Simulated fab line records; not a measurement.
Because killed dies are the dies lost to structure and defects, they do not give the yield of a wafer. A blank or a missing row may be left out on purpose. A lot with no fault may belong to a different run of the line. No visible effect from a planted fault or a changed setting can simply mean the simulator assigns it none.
Which tool is to blame? ; flow berkeley cmos170 ; 14 lots with 42 wafers sampled at 5 steps, on a route of 331 steps

## WHAT THE GAUGES SHOWED, per wafer
UCB170_START_THK_MEAS_03. Usual: START_OXIDE_THK typically reads 20.1 nm, with standard deviation 0.42.
lot;measured;on;START_OXIDE_THK (nm);flag
L861;day 1 14:07;film metro-04;20.0 20.4 20.0;
L862;day 1 17:14;film metro-04;20.5 20.4 20.2;
L863;day 2 01:10;film metro-02;20.3 20.5 20.4;
L864;day 2 06:04;film metro-03;19.8 19.8 19.8;
L865;day 2 09:37;film metro-04;20.2 20.6 20.5;
L866;day 2 14:35;film metro-04;19.6 19.1 19.4;
L867;day 2 20:50;film metro-02;20.4 20.5 20.1;
L868;day 3 02:42;film metro-02;20.5 20.3 20.3;
L869;day 3 07:06;film metro-04;20.3 20.5 20.5;
L870;day 3 11:19;film metro-03;20.8 20.7 20.8;
L874;day 4 07:37;film metro-04;19.9 20.0 20.1;
L879;day 5 07:59;film metro-03;20.1 20.1 20.2;
L880;day 5 13:24;film metro-03;19.6 19.8 20.3;
L881;day 5 17:45;film metro-02;20.2 20.7 20.4;

UCB170_PFIELD_OVL_MEAS_06. Usual: PFIELD_OVL typically reads 3 nm, with standard deviation 5.
lot;measured;on;PFIELD_OVL (nm);flag
L861;day 4 05:54;overlay-02;6 -2 1;
L862;day 4 12:13;overlay-01;1 -4 8;
L863;day 4 12:27;overlay-02;1 8 -3;
L864;day 5 01:47;overlay-02;-3 0 -2;
L865;day 5 01:48;overlay-01;0 -7 -3;
L866;day 5 05:34;overlay-02;12 14 5;
L867;day 5 17:29;overlay-02;0 4 8;
L868;day 6 01:19;overlay-02;2 -3 -5;
L869;day 6 00:58;overlay-02;-2 2 5;
L870;day 6 01:13;overlay-02;8 5 9;
L874;day 7 04:38;overlay-02;7 1 8;
L879;day 7 22:27;overlay-01;1 7 0;
L880;day 7 22:34;overlay-02;0 1 0;
L881;day 8 07:47;overlay-01;9 7 8;

UCB170_GATE_THK_MEAS_05. Usual: GATE_POLY_THK typically reads 214.4 nm, with standard deviation 2.
lot;measured;on;GATE_POLY_THK (nm);flag
L861;day 6 03:35;film metro-01;211.6 211.4 213.1;
L862;day 6 03:31;film metro-01;214.6 212.8 211.2;
L863;day 6 03:39;film metro-01;214.9 214.2 214.5;
L864;day 6 18:31;film metro-03;212.2 212.8 213.6;
L865;day 6 18:32;film metro-04;211.4 212.2 210.9;
L866;day 7 01:04;film metro-01;214.7 215.3 213.8;
L867;day 7 09:03;film metro-03;212.4 213.9 213.9;
L868;day 7 21:07;film metro-01;216.0 215.2 214.5;
L869;day 7 21:12;film metro-01;211.2 211.5 211.2;
L870;day 7 21:08;film metro-03;213.7 213.4 216.1;
L874;day 8 21:25;film metro-01;215.6 214.0 213.7;
L879;day 9 13:55;film metro-04;237.1 236.0 237.8 237.0 235.8 238.0;OFF
L880;day 9 13:55;film metro-01;238.6 239.1 238.6 238.6 239.3 238.5;OFF
L881;day 10 00:43;film metro-01;213.8 214.3 215.1;

## TOOL THAT RAN EACH LOT (tool first, then ch and the chambers of the sampled wafers, then the start)
lot;UCB170_NVT_STRIP_08;UCB170_GATE_CVD_04
L861;plasma asher-01 ch 1, day 5 13:19;lpcvd-02 ch 1, day 6 02:07
L862;plasma asher-01 ch 0, day 5 12:57;lpcvd-02 ch 0, day 6 02:07
L863;plasma asher-01 ch 0,1, day 5 13:54;lpcvd-02 ch 1, day 6 02:07
L864;plasma asher-04 ch 0,1, day 6 04:24;lpcvd-02 ch 1, day 6 17:07
L865;plasma asher-03 ch 0,1, day 6 04:41;lpcvd-02 ch 1, day 6 17:07
L866;plasma asher-03 ch 0,1, day 6 10:48;lpcvd-01 ch 1, day 6 23:39
L867;plasma asher-01 ch 0, day 6 20:39;lpcvd-02 ch 1, day 7 07:38
L868;plasma asher-01 ch 0,1, day 7 08:35;lpcvd-02 ch 0, day 7 19:43
L869;plasma asher-04 ch 0,1, day 7 08:06;lpcvd-02 ch 1, day 7 19:43
L870;plasma asher-03 ch 0,1, day 7 08:11;lpcvd-02 ch 0, day 7 19:43
L874;plasma asher-01 ch 0,1, day 8 07:28;lpcvd-01 ch 1, day 8 19:55
L879;plasma asher-04 ch 1, day 9 00:30;lpcvd-01 ch 0, day 9 12:31
L880;plasma asher-01 ch 0,1, day 9 00:44;lpcvd-01 ch 0, day 9 12:31
L881;plasma asher-04 ch 0,1, day 9 12:20;lpcvd-01 ch 1, day 9 23:19
- UCB170_NVT_STRIP_08: strips in O2.
- UCB170_GATE_CVD_04: deposits poly-Si from SiH4, time 1440 s, target thk 214 nm.

## AS READ BY THE TOOLS THEMSELVES (means over the sampled wafers that have a number; for cases with no such wafer, the mark the record gives instead)
UCB170_NVT_STRIP_08. Usual: drypump motor current A 5.70 A, standard deviation 0.28; oes product au 0.734 a.u., standard deviation 0.0045; strip time to endpoint s 21.62 s, standard deviation 0.064.
lot;tool;drypump motor current A (A);oes product au (a.u.);strip time to endpoint s (s);flag
L861;plasma asher-01;5.97;0.735;21.63;
L862;plasma asher-01;5.57;0.733;21.67;
L863;plasma asher-01;5.68;0.738;21.68;
L864;plasma asher-04;5.67;0.734;21.64;
L865;plasma asher-03;5.44;0.733;21.74;
L866;plasma asher-03;5.61;0.735;21.56;
L867;plasma asher-01;5.52;0.737;21.69;
L868;plasma asher-01;5.69;0.736;21.65;
L869;plasma asher-04;5.64;0.734;21.56;
L870;plasma asher-03;5.64;0.740;21.56;
L874;plasma asher-01;5.83;0.734;21.59;
L879;plasma asher-04;6.08;0.734;21.60;
L880;plasma asher-01;5.68;0.736;21.59;
L881;plasma asher-04;5.65;0.732;21.53;

UCB170_GATE_CVD_04. Usual: pressure mtorr 375.3 mTorr, standard deviation 0.74; zone power load pct 12.3 %, standard deviation 1.3.
lot;tool;pressure mtorr (mTorr);zone power load pct (%);flag
L861;lpcvd-02;375.8;14.0;
L862;lpcvd-02;375.1;11.4;
L863;lpcvd-02;374.8;14.0;
L864;lpcvd-02;376.0;14.1;
L865;lpcvd-02;375.1;13.8;
L866;lpcvd-01;375.5;10.9;
L867;lpcvd-02;376.1;13.9;
L868;lpcvd-02;375.3;11.4;
L869;lpcvd-02;374.7;14.0;
L870;lpcvd-02;374.4;11.5;
L874;lpcvd-01;374.6;11.1;
L879;lpcvd-01;375.3;11.5;
L880;lpcvd-01;375.8;11.4;
L881;lpcvd-01;374.4;11.0;

## THE ANSWER, worked out from the rows above alone
Rule: take the mean of a lot's wafers that have a number; if it is more than 3 standard deviations from the usual mean, the lot is off. A lot without any number at a reading at which 4 lots or more have one is off too. The other lots that the step has rows for count as sound. First the gauges in route order, then the tools' own readings, where a lot's mean is used as printed above. The first step at which some lot is off is used, and at that step the reading that is off furthest; a lot without a number counts as furthest.
Off: at UCB170_GATE_THK_MEAS_05 (GATE_POLY_THK), L879, L880.
If a tool, at a process step before that reading, ran all the lots that are off and no sound lot after the first of them, it fits. Those tools and the gauges at UCB170_GATE_THK_MEAS_05 are tried in the same way. None of those tried fits.

## WHAT THE SIMULATOR HAD PUT IN
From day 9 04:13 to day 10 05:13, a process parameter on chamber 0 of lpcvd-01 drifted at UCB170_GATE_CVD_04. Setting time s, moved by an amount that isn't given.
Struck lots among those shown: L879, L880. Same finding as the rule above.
